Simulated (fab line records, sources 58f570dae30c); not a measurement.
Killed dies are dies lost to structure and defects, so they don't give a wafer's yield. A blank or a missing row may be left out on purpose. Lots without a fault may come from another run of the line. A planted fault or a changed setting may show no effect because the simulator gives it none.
fab line records | flow berkeley_cmos170
record lots=5 wafers=15 last_day=12
route steps=331 shown FIELD@92 SACOX@97 SCREENOX@100 NVT@104 PVT@115 GATE@125
lots that met no fault: from a run of the same line without faults
start_h: hours from the record's first day to the start of the lot's first wafer shown | wait_h: hours since the lot's step before | " the same as in the row above | L1.1+2: a row that stands for several wafers | - no value, or no start given | * or withheld: withheld | < > ~ a bound
route shown NAME@n: a module of which the file shows steps, and the number in the route of the first | usual: mean/standard deviation of fault-free wafers | same: alike in all rows | chamber/n: place in a boat | sites: the reading at each site | _std_site: their standard deviation | _edge_site: outer sites' mean less inner sites' | radius_mm: how far each site lies from the wafer's centre | mask NAME#n: copy n | behind: the tool/chamber that last shaped the wafer | hold: why the lot was held/for how many hours/how that ended | device: the transistor (n, p or np) that didn't switch | end of line: the same wafers' tests at the end of the route | a step without rows: its recipe alone | killed: dies lost to structure and defects at the first sort, not the wafer's yield | map: a wafer's dies, x killed, . not, _ none there
set.NAME: the setting as run; set.NAME@STEP: as run at that earlier step | model.NAME: the simulator's own value behind a step, which no gauge read
lots at some steps of the route; a table a step, a row a wafer
services: from which hour (start_h, from the record's first day; less than 0 if before it) a tool's chamber was out of use, for how many hours, and why
## steps
# step UCB170_FIELD_ANNEAL_03
# recipe temp_c=1000 time_s=1200 ambient=N2
# usual tube_center_temp_C=1000/0.093
# columns lot.wafer tool chamber start_h wait_h tube_center_temp_C
L074.1 furnace-01 0 95.72 2.9 999.87
L074.2 " 0 " " 1000
L074.6 " 0 " " 999.99
L080.2 furnace-04 0 121.52 4.1 999.98
L080.4 " 0 " " 1000
L080.5 " 0 " " 999.99
L084.1 furnace-01 0 149.13 3.7 1000
L084.2 " 0 " " 999.88
L084.4 " 0 " " 1000.2
L085.1 furnace-01 0 163.13 3.6 1000.1
L085.4 " 0 " " 1000.1
L085.6 " 0 " " 999.97
L092.1 furnace-01 0 195.56 5.4 999.85
L092.4 " 0 " " 1000
L092.6 " 0 " " 999.92
# step UCB170_FIELD_WET_ETCH_04
# recipe chemistry=dHF dilution=10:1 target=SiO2 temp_c=25 time_s=60
# usual temp_c=25.00/0.11
# columns lot.wafer tool chamber start_h wait_h temp_c
L074.1 wet_bench-01 2 97.05 0.0 25.08
L074.2 " 2 " " 25.01
L074.6 " 2 " " 25.22
L080.2 wet_bench-03 1 122.85 0.0 24.99
L080.4 " 1 " " 24.97
L080.5 " 1 " " 24.81
L084.1 wet_bench-01 0 150.46 0.0 24.92
L084.2 " 0 " " 24.94
L084.4 " 0 " " 24.84
L085.1 wet_bench-01 3 164.46 0.0 25.06
L085.4 " 3 " " 24.98
L085.6 " 3 " " 24.94
L092.1 wet_bench-03 1 196.90 0.0 25.01
L092.4 " 1 " " 25.10
L092.6 " 1 " " 24.93
# step UCB170_FIELD_WET_ETCH_05
# recipe chemistry=H3PO4 target=Si3N4 temp_c=160 time_s=12600
# usual temp_c=160.00/0.14
# columns lot.wafer tool chamber start_h wait_h temp_c
L074.1 wet_bench-01 0 97.07 0.0 160.00
L074.2 " 0 " " 159.91
L074.6 " 0 " " 160.21
L080.2 wet_bench-01 0 122.88 0.0 160.02
L080.4 " 0 " " 159.91
L080.5 " 0 " " 160.03
L084.1 wet_bench-01 0 150.49 0.0 159.89
L084.2 " 0 " " 160.14
L084.4 " 0 " " 159.93
L085.1 wet_bench-02 1 164.49 0.0 160.06
L085.4 " 1 " " 159.91
L085.6 " 1 " " 159.95
L092.1 wet_bench-01 1 196.92 0.0 160.22
L092.4 " 1 " " 160.10
L092.6 " 1 " " 160.06
# step UCB170_FIELD_WET_ETCH_06
# recipe chemistry=BOE dilution=5:1 target=SiO2 temp_c=25 time_s=22
# usual temp_c=24.99/0.095
# columns lot.wafer tool chamber start_h wait_h temp_c
L074.1 wet_bench-01 3 100.58 0.0 24.96
L074.2 " 3 " " 25.02
L074.6 " 3 " " 24.91
L080.2 wet_bench-01 3 126.71 0.0 24.95
L080.4 " 3 " " 24.96
L080.5 " 3 " " 25.09
L084.1 wet_bench-02 0 154.00 0.0 24.97
L084.2 " 0 " " 25.03
L084.4 " 0 " " 24.93
L085.1 wet_bench-01 2 168.00 0.0 24.91
L085.4 " 2 " " 24.90
L085.6 " 2 " " 24.95
L092.1 wet_bench-01 1 201.63 0.5 25.16
L092.4 " 1 " " 24.98
L092.6 " 1 " " 25.01
# step UCB170_FIELD_THK_MEAS_90
# recipe reads=SiO2_of_FIELD_OXIDATION_01
# usual FIELD_OXIDE_LEFT_1_THK=439/11
# columns lot.wafer tool chamber start_h wait_h FIELD_OXIDE_LEFT_1_THK[nm]
L074.1 film_metro-04 - 100.60 0.0 419
L074.2 " - " " 427
L074.6 " - " " 420
L080.2 film_metro-03 - 126.73 0.0 433
L080.4 " - " " 433
L080.5 " - " " 428
L084.1 film_metro-02 - 154.01 0.0 442
L084.2 " - " " 428
L084.4 " - " " 434
L085.1 film_metro-03 - 168.01 0.0 455
L085.4 " - " " 440
L085.6 " - " " 445
L092.1 film_metro-03 - 201.65 0.0 433
L092.4 " - " " 438
L092.6 " - " " 435
# step UCB170_SACOX_CLEAN_00
# recipe chemistry=dHF dilution=25:1 time_s=7.5
# columns lot.wafer tool chamber start_h wait_h
L074.1+2+6 wet_bench-01 2 100.66 0.1
L080.2+4+5 wet_bench-01 0 126.78 0.0
L084.1+2+4 wet_bench-01 3 154.07 0.1
L085.1+4+6 wet_bench-04 2 168.07 0.1
L092.1+4+6 wet_bench-01 0 201.71 0.1
# step UCB170_SACOX_OXIDATION_01
# recipe temp_c=900 ambient=O2 target_thk_a=144 ox_time_s=2400
# usual tube_center_temp_C=900/0.088
# columns lot.wafer tool chamber start_h wait_h tube_center_temp_C
L074.1 furnace-02 0 104.43 3.8 900.12
L074.2 " 0 " " 900.07
L074.6 " 0 " " 899.99
L080.2 furnace-02 0 133.40 6.6 900.07
L080.4 " 0 " " 900.07
L080.5 " 0 " " 899.85
L084.1 furnace-04 0 157.85 3.8 899.86
L084.2 " 0 " " 899.97
L084.4 " 0 " " 899.97
L085.1 furnace-04 0 171.13 3.1 900.11
L085.4 " 0 " " 899.95
L085.6 " 0 " " 899.98
L092.1 furnace-04 0 206.89 5.2 899.98
L092.4 " 0 " " 899.92
L092.6 " 0 " " 899.92
# step UCB170_SACOX_THK_MEAS_02
# recipe reads=SiO2_of_SACOX_OXIDATION_01
# usual SACOX_OXIDE_THK=14.32/0.24
# columns lot.wafer tool chamber start_h wait_h SACOX_OXIDE_THK[nm]
L074.1 film_metro-04 - 106.14 0.0 14.16
L074.2 " - " " 14.22
L074.6 " - " " 14.38
L080.2 film_metro-04 - 135.14 0.1 13.89
L080.4 " - " " 13.87
L080.5 " - " " 14.04
L084.1 film_metro-02 - 159.52 0.0 14.18
L084.2 " - " " 14.46
L084.4 " - " " 14.22
L085.1 film_metro-01 - 172.80 0.0 14.41
L085.4 " - " " 14.05
L085.6 " - " " 14.02
L092.1 film_metro-04 - 208.55 0.0 14.53
L092.4 " - " " 14.57
L092.6 " - " " 14.49
# step UCB170_SCREENOX_WET_ETCH_00
# recipe chemistry=dHF dilution=25:1 target=SiO2 temp_c=25 time_s=200
# usual temp_c=25.03/0.1
# columns lot.wafer tool chamber start_h wait_h temp_c
L074.1 wet_bench-04 0 106.20 0.1 24.97
L074.2 " 0 " " 24.99
L074.6 " 0 " " 25.02
L080.2 wet_bench-01 2 135.19 0.0 24.92
L080.4 " 2 " " 24.93
L080.5 " 2 " " 24.88
L084.1 wet_bench-01 2 159.58 0.1 24.88
L084.2 " 2 " " 24.83
L084.4 " 2 " " 24.98
L085.1 wet_bench-04 1 172.88 0.1 25.11
L085.4 " 1 " " 25.17
L085.6 " 1 " " 25.29
L092.1 wet_bench-02 2 208.61 0.1 24.77
L092.4 " 2 " " 25.04
L092.6 " 2 " " 25.14
# step UCB170_SCREENOX_OXIDATION_01
# recipe temp_c=900 ambient=O2 target_thk_a=144 ox_time_s=2400
# usual tube_center_temp_C=899.99/0.077
# columns lot.wafer tool chamber start_h wait_h tube_center_temp_C
L074.1 furnace-01 0 111.43 5.2 899.91
L074.2 " 0 " " 899.88
L074.6 " 0 " " 900.06
L080.2 furnace-01 0 142.11 6.9 900
L080.4 " 0 " " 899.91
L080.5 " 0 " " 899.92
L084.1 furnace-04 0 163.62 4.0 899.84
L084.2 " 0 " " 899.97
L084.4 " 0 " " 900.07
L085.1 furnace-04 0 178.30 5.4 899.87
L085.4 " 0 " " 899.98
L085.6 " 0 " " 900
L092.1 furnace-01 0 212.84 4.2 899.87
L092.4 " 0 " " 900.01
L092.6 " 0 " " 899.99
# step UCB170_SCREENOX_THK_MEAS_02
# recipe reads=SiO2_of_SCREENOX_OXIDATION_01
# usual SCREENOX_OXIDE_THK=14.38/0.22
# columns lot.wafer tool chamber start_h wait_h SCREENOX_OXIDE_THK[nm]
L074.1 film_metro-03 - 113.16 0.1 14.42
L074.2 " - " " 14.75
L074.6 " - " " 14.52
L080.2 film_metro-01 - 143.79 0.0 14.55
L080.4 " - " " 14.59
L080.5 " - " " 14.46
L084.1 film_metro-03 - 165.28 0.0 13.97
L084.2 " - " " 14.44
L084.4 " - " " 14.03
L085.1 film_metro-03 - 179.97 0.0 14.11
L085.4 " - " " 14.13
L085.6 " - " " 14.33
L092.1 film_metro-03 - 214.50 0.0 14.87
L092.4 " - " " 14.66
L092.6 " - " " 14.59
# step UCB170_SCREENOX_ANNEAL_03
# recipe temp_c=900 time_s=900 ambient=N2
# usual tube_center_temp_C=900.01/0.079
# columns lot.wafer tool chamber start_h wait_h tube_center_temp_C
L074.1 furnace-02 0 116.88 3.7 899.98
L074.2 " 0 " " 899.91
L074.6 " 0 " " 900.07
L080.2 furnace-04 0 145.40 1.6 900.02
L080.4 " 0 " " 900.11
L080.5 " 0 " " 899.97
L084.1 furnace-02 0 170.17 4.9 899.89
L084.2 " 0 " " 900.08
L084.4 " 0 " " 900.1
L085.1 furnace-04 0 184.64 4.7 899.91
L085.4 " 0 " " 900.15
L085.6 " 0 " " 899.89
L092.1 furnace-01 0 221.00 6.5 899.97
L092.4 " 0 " " 899.93
L092.6 " 0 " " 900.07
# step UCB170_NVT_HMDS_00
# recipe prime_time_s=60 prime_temp_c=100
# columns lot.wafer tool chamber start_h wait_h
L074.1+2+6 litho_track-03 0 118.22 0.1
L080.2+4+5 litho_track-02 0 146.90 0.2
L084.1+2+4 litho_track-02 0 171.42 0.0
L085.1+4+6 litho_track-02 0 185.89 0.0
L092.1+4+6 litho_track-04 0 222.67 0.4
# step UCB170_NVT_COAT_01
# recipe resist=KrF spin_rpm=1500 resist_thk_nm=900
# columns lot.wafer tool chamber start_h wait_h
L074.1+2+6 litho_track-03 0 118.37 0.1
L080.2+4+5 litho_track-02 0 147.05 0.1
L084.1+2+4 litho_track-02 0 171.57 0.1
L085.1+4+6 litho_track-02 0 186.04 0.1
L092.1+4+6 litho_track-04 0 222.82 0.1
# step UCB170_NVT_SOFTBAKE_02
# recipe resist=KrF temp_c=130 time_s=60
# columns lot.wafer tool chamber start_h wait_h
L074.1+2+6 litho_track-03 0 118.52 0.1
L080.2+4+5 litho_track-02 0 147.20 0.1
L084.1+2+4 litho_track-02 0 171.72 0.1
L085.1+4+6 litho_track-02 0 186.19 0.1
L092.1+4+6 litho_track-04 0 222.97 0.1
# step UCB170_NVT_EXPOSE_03
# recipe mask_id=PWELL target_cd_nm=3000 na=0.5 sigma_outer=0.6 source_shape=conventional dose_mj=30
# usual focus_offset_nm=0.0/0.55
# columns lot.wafer tool chamber start_h wait_h mask focus_offset_nm
L074.1 krf_scanner-02 0 118.82 0.3 PWELL#0 -0.5
L074.2 " 0 " " PWELL#0 0.2
L074.6 " 0 " " PWELL#0 -0.5
L080.2 krf_scanner-01 0 147.34 0.1 PWELL#0 -0.4
L080.4 " 0 " " PWELL#0 -0.1
L080.5 " 0 " " PWELL#0 -0.5
L084.1 krf_scanner-02 0 171.99 0.2 PWELL#0 0.5
L084.2 " 0 " " PWELL#0 -0.2
L084.4 " 0 " " PWELL#0 0.2
L085.1 krf_scanner-01 0 186.34 0.1 PWELL#0 -0.9
L085.4 " 0 " " PWELL#0 -0.2
L085.6 " 0 " " PWELL#0 0.5
L092.1 krf_scanner-01 0 223.25 0.3 PWELL#0 0.0
L092.4 " 0 " " PWELL#0 -0.9
L092.6 " 0 " " PWELL#0 -0.7
# step UCB170_NVT_PEB_04
# recipe peb_temp_c=130 peb_time_s=withheld resist=KrF
# columns lot.wafer tool chamber start_h wait_h
L074.1+2+6 litho_track-02 0 119.13 0.3
L080.2+4+5 litho_track-02 0 147.80 0.4
L084.1+2+4 litho_track-03 0 172.11 0.1
L085.1+4+6 litho_track-04 0 186.86 0.5
L092.1+4+6 litho_track-02 0 223.37 0.1
# step UCB170_NVT_DEVELOP_05
# recipe developer=TMAH develop_time_s=45 resist=KrF dev_temp_c=21
# columns lot.wafer tool chamber start_h wait_h
L074.1+2+6 litho_track-02 0 - -
L080.2+4+5 litho_track-02 0 - -
L084.1+2+4 litho_track-03 0 - -
L085.1+4+6 litho_track-04 0 - -
L092.1+4+6 litho_track-02 0 - -
# step UCB170_NVT_OVL_MEAS_06
# usual NVT_OVL=1/5.6
# columns lot.wafer tool chamber start_h wait_h NVT_OVL[nm]
L074.1 overlay-01 - 119.41 - 2
L074.2 " - " " 7
L074.6 " - " " 7
L080.2 overlay-02 - 148.06 - -5
L080.4 " - " " -16
L080.5 " - " " -9
L084.1 overlay-02 - 172.38 - 2
L084.2 " - " " 7
L084.4 " - " " 7
L085.1 overlay-01 - 187.13 - 5
L085.4 " - " " 1
L085.6 " - " " -2
L092.1 overlay-02 - 223.64 - -1
L092.4 " - " " -1
L092.6 " - " " 10
# step UCB170_NVT_IMPLANT_07
# recipe species=BF2 dose_cm2=3e+12 energy_kev=50 tilt_deg=7
# columns lot.wafer tool chamber start_h wait_h
L074.1+2+6 implanter-04 0 119.44 0.0
L080.2+4+5 implanter-04 0 148.11 0.0
L084.1+2+4 implanter-03 0 172.42 0.0
L085.1+4+6 implanter-02 0 187.17 0.0
L092.1+4+6 implanter-03 0 223.68 0.0
# step UCB170_NVT_STRIP_08
# recipe chemistry=O2 power_w=400 pressure_mtorr=3500 platen_temp_c=withheld o2_flow_sccm=400 overash_fraction=0.5
# usual drypump_motor_current_A=6.04/0.21 oes_product_au=0.734/0.0045 strip_time_to_endpoint_s=21.61/0.051
# columns lot.wafer tool chamber start_h wait_h drypump_motor_current_A oes_product_au rf_hours_counter_h strip_time_to_endpoint_s
L074.1 plasma_asher-01 0 119.59 0.1 5.97 0.734 0 21.55
L074.2 " 1 " " 6.22 0.732 0 21.55
L074.6 " 0 " " 5.94 0.742 - 21.55
L080.2 plasma_asher-04 0 148.24 0.1 6.31 0.726 41 21.60
L080.4 " 0 " " 6.34 0.731 - 21.58
L080.5 " 1 " " 5.75 0.732 - 21.64
L084.1 plasma_asher-03 0 172.57 0.1 5.97 0.732 42 21.71
L084.2 " 1 " " 5.97 0.730 42 21.67
L084.4 " 0 " " 5.97 0.727 - 21.66
L085.1 plasma_asher-04 0 187.32 0.1 6.36 0.731 46 21.61
L085.4 " 0 " " 6.37 0.742 - 21.71
L085.6 " 1 " " 5.75 0.732 - 21.60
L092.1 plasma_asher-03 0 223.83 0.1 5.95 0.733 48 21.60
L092.4 " 0 " " 5.96 0.742 - 21.59
L092.6 " 0 " " 5.97 0.738 - 21.58
# step UCB170_NVT_TW_MEAS_09
# usual NVT_TW=528/3.9
# columns lot.wafer tool chamber start_h wait_h NVT_TW
L074.1 film_metro-03 - 119.70 0.1 524
L074.2 " - " " 522
L074.6 " - " " 520
L080.2 film_metro-02 - 148.35 0.1 526
L080.4 " - " " 526
L080.5 " - " " 528
L084.1 film_metro-02 - 172.67 0.1 529
L084.2 " - " " 527
L084.4 " - " " 529
L085.1 film_metro-01 - 187.42 0.1 530
L085.4 " - " " 532
L085.6 " - " " 534
L092.1 film_metro-02 - 223.93 0.1 525
L092.4 " - " " 529
L092.6 " - " " 525
# step UCB170_NVT_CLEAN_10
# recipe chemistry=SPM temp_c=120 time_s=600
# usual temp_c=120.00/0.11
# columns lot.wafer tool chamber start_h wait_h temp_c
L074.1 wet_bench-04 1 119.79 0.1 120.11
L074.2 " 1 " " 119.95
L074.6 " 1 " " 119.99
L080.2 wet_bench-04 3 148.41 0.1 120.15
L080.4 " 3 " " 120.02
L080.5 " 3 " " 120.02
L084.1 wet_bench-03 1 172.78 0.1 120.04
L084.2 " 1 " " 119.96
L084.4 " 1 " " 120.23
L085.1 wet_bench-03 3 187.48 0.1 120.10
L085.4 " 3 " " 120.13
L085.6 " 3 " " 119.92
L092.1 wet_bench-03 3 224.05 0.1 120.04
L092.4 " 3 " " 120.03
L092.6 " 3 " " 120.07
# step UCB170_PVT_HMDS_00
# recipe prime_time_s=60 prime_temp_c=100
# columns lot.wafer tool chamber start_h wait_h
L074.1+2+6 litho_track-01 0 120.34 0.4
L080.2+4+5 litho_track-02 0 148.80 0.2
L084.1+2+4 litho_track-02 0 172.99 0.0
L085.1+4+6 litho_track-01 0 187.65 0.0
L092.1+4+6 litho_track-02 0 224.33 0.1
# step UCB170_PVT_COAT_01
# recipe resist=KrF spin_rpm=1500 resist_thk_nm=900
# columns lot.wafer tool chamber start_h wait_h
L074.1+2+6 litho_track-01 0 120.49 0.1
L080.2+4+5 litho_track-02 0 148.95 0.1
L084.1+2+4 litho_track-02 0 173.14 0.1
L085.1+4+6 litho_track-01 0 187.80 0.1
L092.1+4+6 litho_track-02 0 224.48 0.1
# step UCB170_PVT_SOFTBAKE_02
# recipe resist=KrF temp_c=130 time_s=60
# columns lot.wafer tool chamber start_h wait_h
L074.1+2+6 litho_track-01 0 120.64 0.1
L080.2+4+5 litho_track-02 0 149.10 0.1
L084.1+2+4 litho_track-02 0 173.29 0.1
L085.1+4+6 litho_track-01 0 187.95 0.1
L092.1+4+6 litho_track-02 0 224.63 0.1
# step UCB170_PVT_EXPOSE_03
# recipe mask_id=NWELL target_cd_nm=3000 na=0.5 sigma_outer=0.6 source_shape=conventional dose_mj=30
# usual focus_offset_nm=0.0/0.49
# columns lot.wafer tool chamber start_h wait_h mask focus_offset_nm
L074.1 krf_scanner-02 0 120.92 0.2 NWELL#0 -0.2
L074.2 " 0 " " NWELL#0 0.4
L074.6 " 0 " " NWELL#0 -0.1
L080.2 krf_scanner-01 0 149.24 0.1 NWELL#0 -0.3
L080.4 " 0 " " NWELL#0 -0.3
L080.5 " 0 " " NWELL#0 -0.5
L084.1 krf_scanner-01 0 173.44 0.1 NWELL#0 0.1
L084.2 " 0 " " NWELL#0 -0.7
L084.4 " 0 " " NWELL#0 -0.5
L085.1 krf_scanner-02 0 188.10 0.1 NWELL#0 0.2
L085.4 " 0 " " NWELL#0 0.4
L085.6 " 0 " " NWELL#0 -0.2
L092.1 krf_scanner-01 0 224.93 0.3 NWELL#0 -0.3
L092.4 " 0 " " NWELL#0 0.2
L092.6 " 0 " " NWELL#0 0.0
# step UCB170_PVT_PEB_04
# recipe peb_temp_c=130 peb_time_s=withheld resist=KrF
# columns lot.wafer tool chamber start_h wait_h
L074.1+2+6 litho_track-01 0 121.07 0.1
L080.2+4+5 litho_track-03 0 149.42 0.2
L084.1+2+4 litho_track-03 0 173.56 0.1
L085.1+4+6 litho_track-02 0 188.22 0.1
L092.1+4+6 litho_track-02 0 225.05 0.1
# step UCB170_PVT_DEVELOP_05
# recipe developer=TMAH develop_time_s=45 resist=KrF dev_temp_c=21
# columns lot.wafer tool chamber start_h wait_h
L074.1+2+6 litho_track-01 0 - -
L080.2+4+5 litho_track-03 0 - -
L084.1+2+4 litho_track-03 0 - -
L085.1+4+6 litho_track-02 0 - -
L092.1+4+6 litho_track-02 0 - -
# step UCB170_PVT_OVL_MEAS_06
# usual PVT_OVL=3/4.6
# columns lot.wafer tool chamber start_h wait_h PVT_OVL[nm]
L074.1 overlay-02 - 121.34 - 2
L074.2 " - " " 3
L074.6 " - " " 3
L080.2 overlay-02 - 149.68 - -3
L080.4 " - " " 1
L080.5 " - " " -3
L084.1 overlay-02 - 173.83 - -5
L084.2 " - " " -2
L084.4 " - " " 6
L085.1 overlay-01 - 188.50 - -3
L085.4 " - " " 4
L085.6 " - " " 1
L092.1 overlay-01 - 225.33 - -3
L092.4 " - " " -3
L092.6 " - " " 5
# step UCB170_PVT_IMPLANT_07
# recipe species=P dose_cm2=2e+12 energy_kev=30 tilt_deg=7
# columns lot.wafer tool chamber start_h wait_h
L074.1+2+6 implanter-04 0 121.38 0.0
L080.2+4+5 implanter-03 0 149.73 0.0
L084.1+2+4 implanter-04 0 173.87 0.0
L085.1+4+6 implanter-03 0 188.53 0.0
L092.1+4+6 implanter-03 0 225.37 0.0
# step UCB170_PVT_STRIP_08
# recipe chemistry=O2 power_w=400 pressure_mtorr=3500 platen_temp_c=withheld o2_flow_sccm=400 overash_fraction=0.5
# usual drypump_motor_current_A=6.05/0.26 oes_product_au=0.734/0.0047 strip_time_to_endpoint_s=21.61/0.062
# columns lot.wafer tool chamber start_h wait_h drypump_motor_current_A oes_product_au rf_hours_counter_h strip_time_to_endpoint_s
L074.1 plasma_asher-04 1 121.53 0.1 5.72 0.733 38 21.51
L074.2 " 0 " " 6.40 0.723 38 21.52
L074.6 " 0 " " 6.34 0.734 - 21.55
L080.2 plasma_asher-03 1 149.86 0.1 5.96 0.737 38 21.63
L080.4 " 0 " " 5.96 0.734 - 21.66
L080.5 " 1 " " 5.96 0.733 - 21.70
L084.1 plasma_asher-04 1 174.09 0.2 5.75 0.738 44 21.70
L084.2 " 0 " " 6.37 0.725 44 21.70
L084.4 " 0 " " 6.39 0.734 - 21.70
L085.1 plasma_asher-03 0 188.68 0.1 5.99 0.731 44 21.56
L085.4 " 1 " " 5.95 0.728 - 21.58
L085.6 " 0 " " 5.97 0.731 - 21.53
L092.1 plasma_asher-04 0 225.52 0.1 6.35 0.726 50 21.62
L092.4 " 1 " " 5.73 0.739 - 21.58
L092.6 " 1 " " 5.74 0.741 - 21.59
# step UCB170_PVT_TW_MEAS_09
# usual PVT_TW=510/3.4
# columns lot.wafer tool chamber start_h wait_h PVT_TW
L074.1 film_metro-02 - 121.63 0.1 511
L074.2 " - " " 511
L074.6 " - " " 513
L080.2 film_metro-02 - 149.97 0.1 510
L080.4 " - " " 511
L080.5 " - " " 508
L084.1 film_metro-03 - 174.19 0.1 508
L084.2 " - " " 509
L084.4 " - " " 508
L085.1 film_metro-02 - 188.78 0.1 513
L085.4 " - " " 512
L085.6 " - " " 514
L092.1 film_metro-03 - 225.62 0.1 505
L092.4 " - " " 507
L092.6 " - " " 507
# step UCB170_GATE_WET_ETCH_00
# recipe chemistry=dHF dilution=25:1 target=SiO2 temp_c=25 time_s=200
# usual temp_c=25.02/0.1
# columns lot.wafer tool chamber start_h wait_h temp_c
L074.1 wet_bench-02 1 121.69 0.1 25.38
L074.2 " 1 " " 25.07
L074.6 " 1 " " 25.08
L080.2 wet_bench-01 3 150.02 0.0 25.01
L080.4 " 3 " " 25.06
L080.5 " 3 " " 24.97
L084.1 wet_bench-03 2 174.35 0.2 24.91
L084.2 " 2 " " 24.81
L084.4 " 2 " " 24.92
L085.1 wet_bench-03 2 188.84 0.1 25.05
L085.4 " 2 " " 25.03
L085.6 " 2 " " 24.97
L092.1 wet_bench-03 2 225.68 0.1 25.04
L092.4 " 2 " " 24.93
L092.6 " 2 " " 25.05
# step UCB170_FIELD_THK_MEAS_91
# recipe reads=SiO2_of_FIELD_OXIDATION_01
# usual FIELD_OXIDE_LEFT_2_THK=351/11
# columns lot.wafer tool chamber start_h wait_h FIELD_OXIDE_LEFT_2_THK[nm]
L074.1 film_metro-03 - 121.75 0.0 331
L074.2 " - " " 337
L074.6 " - " " 331
L080.2 film_metro-02 - 150.09 0.0 345
L080.4 " - " " 344
L080.5 " - " " 339
L084.1 film_metro-04 - 174.42 0.0 354
L084.2 " - " " 339
L084.4 " - " " 346
L085.1 film_metro-04 - 188.91 0.0 366
L085.4 " - " " 352
L085.6 " - " " 356
L092.1 film_metro-04 - 225.74 0.0 345
L092.4 " - " " 350
L092.6 " - " " 348
# step UCB170_GATE_OXIDATION_01
# recipe temp_c=850 ambient=O2 target_thk_a=66 ox_time_s=1800
# usual tube_center_temp_C=849.99/0.073
# columns lot.wafer tool chamber start_h wait_h tube_center_temp_C
L074.1 furnace-04 0 128.28 6.5 850.07
L074.2 " 0 " " 849.93
L074.6 " 0 " " 849.94
L080.2 furnace-01 0 153.05 2.9 850.06
L080.4 " 0 " " 850
L080.5 " 0 " " 850.08
L084.1 furnace-02 0 180.25 5.8 849.97
L084.2 " 0 " " 849.98
L084.4 " 0 " " 849.91
L085.1 furnace-02 0 195.16 6.2 849.93
L085.4 " 0 " " 850.08
L085.6 " 0 " " 850.02
L092.1 furnace-01 0 231.79 6.0 850.02
L092.4 " 0 " " 849.95
L092.6 " 0 " " 850.08
# step UCB170_GATE_THK_MEAS_02
# recipe reads=SiO2_of_GATE_OXIDATION_01
# usual GATE_OXIDE_THK=6.65/0.13
# columns lot.wafer tool chamber start_h wait_h GATE_OXIDE_THK[nm]
L074.1 film_metro-02 - 129.78 0.0 6.42
L074.2 " - " " 6.47
L074.6 " - " " 6.50
L080.2 film_metro-02 - 154.56 0.0 6.68
L080.4 " - " " 6.52
L080.5 " - " " 6.74
L084.1 film_metro-04 - 181.81 0.1 6.53
L084.2 " - " " 6.51
L084.4 " - " " 6.56
L085.1 film_metro-01 - 196.66 0.0 6.76
L085.4 " - " " 6.83
L085.6 " - " " 6.71
L092.1 film_metro-04 - 233.29 0.0 6.78
L092.4 " - " " 6.72
L092.6 " - " " 6.70
# step UCB170_GATE_ANNEAL_03
# recipe temp_c=900 time_s=1800 ambient=N2
# usual tube_center_temp_C=900/0.087
# columns lot.wafer tool chamber start_h wait_h tube_center_temp_C
L074.1 furnace-04 0 136.72 6.9 900.02
L074.2 " 0 " " 900.03
L074.6 " 0 " " 900.02
L080.2 furnace-04 0 159.52 5.0 900.02
L080.4 " 0 " " 900.06
L080.5 " 0 " " 899.98
L084.1 furnace-01 0 187.05 5.2 900
L084.2 " 0 " " 900.05
L084.4 " 0 " " 899.92
L085.1 furnace-02 0 202.11 5.4 900.01
L085.4 " 0 " " 900.08
L085.6 " 0 " " 899.98
L092.1 furnace-01 0 238.37 5.1 900.14
L092.4 " 0 " " 899.87
L092.6 " 0 " " 900.04
# step UCB170_GATE_CVD_04
# recipe material=poly-Si temp_c=610 precursor=SiH4 time_s=1440 pressure_mtorr=375 target_thk_nm=214 sih4_flow_sccm=120
# columns lot.wafer tool chamber start_h wait_h
L074.1+2+6 lpcvd-01 0 138.22 0.0
L080.2+4+5 lpcvd-02 0 162.13 1.1
L084.1+2+4 lpcvd-01 1 188.55 0.0
L085.1+4+6 lpcvd-01 0 205.04 1.4
L092.1+4+6 lpcvd-01 0 239.87 0.0
# step UCB170_GATE_THK_MEAS_05
# recipe reads=poly-Si_of_GATE_CVD_04
# usual GATE_POLY_THK=213.9/2.1
# columns lot.wafer tool chamber start_h wait_h GATE_POLY_THK[nm]
L074.1 film_metro-04 - 139.62 0.0 213.8
L074.2 " - " " 212.2
L074.6 " - " " 213.1
L080.2 film_metro-04 - 163.54 0.0 213.7
L080.4 " - " " 214.8
L080.5 " - " " 215.8
L084.1 film_metro-04 - 189.95 0.0 216.4
L084.2 " - " " 218.6
L084.4 " - " " 217.1
L085.1 film_metro-04 - 206.44 0.0 217.1
L085.4 " - " " 217.4
L085.6 " - " " 217.3
L092.1 film_metro-04 - 241.28 0.0 214.5
L092.4 " - " " 215.5
L092.6 " - " " 213.4
# step UCB170_GATE_COAT_06
# recipe resist=BARC temp_c=withheld time_s=withheld spin_rpm=3000 resist_thk_nm=withheld
# columns lot.wafer tool chamber start_h wait_h
L074.1+2+6 litho_track-01 0 139.68 0.1
L080.2+4+5 litho_track-01 0 163.70 0.2
L084.1+2+4 litho_track-04 0 190.01 0.1
L085.1+4+6 litho_track-04 0 206.75 0.3
L092.1+4+6 litho_track-02 0 241.36 0.1
# step UCB170_GATE_COAT_07
# recipe resist=KrF spin_rpm=1500 resist_thk_nm=900
# columns lot.wafer tool chamber start_h wait_h
L074.1+2+6 litho_track-01 0 - -
L080.2+4+5 litho_track-01 0 - -
L084.1+2+4 litho_track-04 0 - -
L085.1+4+6 litho_track-04 0 - -
L092.1+4+6 litho_track-02 0 - -
# step UCB170_GATE_SOFTBAKE_08
# recipe resist=KrF temp_c=130 time_s=60
# columns lot.wafer tool chamber start_h wait_h
L074.1+2+6 litho_track-01 0 - -
L080.2+4+5 litho_track-01 0 - -
L084.1+2+4 litho_track-04 0 - -
L085.1+4+6 litho_track-04 0 - -
L092.1+4+6 litho_track-02 0 - -
## services
# columns tool chamber start_h hours kind
krf_scanner-01 - 76.03 0.8 pm
krf_scanner-01 - 79.41 7.2 pm
plasma_asher-04 - 90.96 4.3 pm
plasma_asher-03 - 99.74 2.0 repair
krf_scanner-01 - 99.79 11.2 repair
plasma_asher-04 - 105.15 0.5 repair
krf_scanner-01 - 110.97 1.3 pm
plasma_asher-03 - 119.63 2.8 pm
krf_scanner-02 - 127.64 0.8 pm
furnace-01 - 148.05 1.0 repair
implanter-04 - 153.79 4.0 repair
wet_bench-04 - 160.66 1.3 repair
furnace-02 - 187.85 3.6 pm
krf_scanner-02 - 193.28 4.0 pm
implanter-04 - 195.30 4.4 pm
lpcvd-01 - 199.80 2.8 pm
furnace-01 - 204.33 3.7 pm
krf_scanner-02 - 215.21 1.0 pm
krf_scanner-02 - 218.14 1.3 pm
plasma_asher-03 - 232.69 2.1 repair
krf_scanner-01 - 237.00 1.0 pm
krf_scanner-01 - 240.52 1.5 repair
implanter-03 - 241.07 4.4 pm
furnace-01 - 241.65 6.8 repair
## key
fault none
